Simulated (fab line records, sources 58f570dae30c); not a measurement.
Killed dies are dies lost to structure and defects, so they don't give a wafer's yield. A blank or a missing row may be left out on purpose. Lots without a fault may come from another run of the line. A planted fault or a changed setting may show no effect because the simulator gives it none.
Which tool did it? | flow berkeley_cmos170 | 7 lots, 21 wafers sampled, at 3 steps of a route of 331

WHAT THE GAUGES READ, wafer by wafer
UCB170_PSD_TW_MEAS_10.
lot  | measured     | on            | PSD_TW
L697 | day 8 16:11  | film_metro-01 | 2308 2310 2327
L701 | day 9 10:34  | film_metro-01 | 2306 2304 2313
L704 | day 9 15:53  | film_metro-02 | 30 30 30
L706 | day 10 03:54 | film_metro-02 | 30 30 30
L712 | day 10 19:10 | film_metro-02 | 2350 2340 2358
L715 | day 12 09:28 | film_metro-01 | 2292 2308 2314
L717 | day 12 09:20 | film_metro-03 | 2289 2278 2274

WHICH TOOL RAN EACH LOT (tool, then ch and the chambers of the sampled wafers, then the start)
lot  | UCB170_NLDD_STRIP_10                 | UCB170_PSD_STRIP_09
L697 | plasma_asher-03 ch 0,1, day 8 07:44  | plasma_asher-02 ch 0, day 8 16:04
L701 | plasma_asher-02 ch 0,1, day 9 02:56  | plasma_asher-04 ch 1, day 9 10:27
L704 | plasma_asher-01 ch 0,1, day 9 08:44  | plasma_asher-02 ch 0,1, day 9 15:47
L706 | plasma_asher-03 ch 0,1, day 9 21:01  | plasma_asher-03 ch 0, day 10 03:47
L712 | plasma_asher-01 ch 0,1, day 10 12:26 | plasma_asher-04 ch 0,1, day 10 19:03
L715 | plasma_asher-02 ch 0,1, day 11 20:53 | plasma_asher-03 ch 0,1, day 12 09:22
L717 | plasma_asher-03 ch 0,1, day 11 21:26 | plasma_asher-04 ch 0,1, day 12 09:14
- UCB170_NLDD_STRIP_10: strips in O2.
- UCB170_PSD_STRIP_09: strips in O2.

THE ANSWER, worked out from the rows above alone
Rule: what is usual is taken from the lots themselves. Put in order of their means at a reading, lots are off if they are a third of the lots or fewer, leave a main group of 4 or more, and stand apart from it by a gap of 3 or more times the standard deviation of the main group's means; of several such gaps the widest counts. A main group whose means are all the same, to the digits that the tables above print for the reading, isn't used. A lot without any number at a reading at which 4 lots or more have one is off too. The other lots that the step has rows for count as sound.
Off: L704, L706, at UCB170_PSD_TW_MEAS_10 (PSD_TW). The main group: mean 2311, standard deviation 22.
A tool fits if, at a process step before that reading, it ran every lot that is off, and no sound lot after the first of them. The gauges at UCB170_PSD_TW_MEAS_10 are tried like those tools. None of those tried fits.

WHAT THE SIMULATOR HAD PUT IN
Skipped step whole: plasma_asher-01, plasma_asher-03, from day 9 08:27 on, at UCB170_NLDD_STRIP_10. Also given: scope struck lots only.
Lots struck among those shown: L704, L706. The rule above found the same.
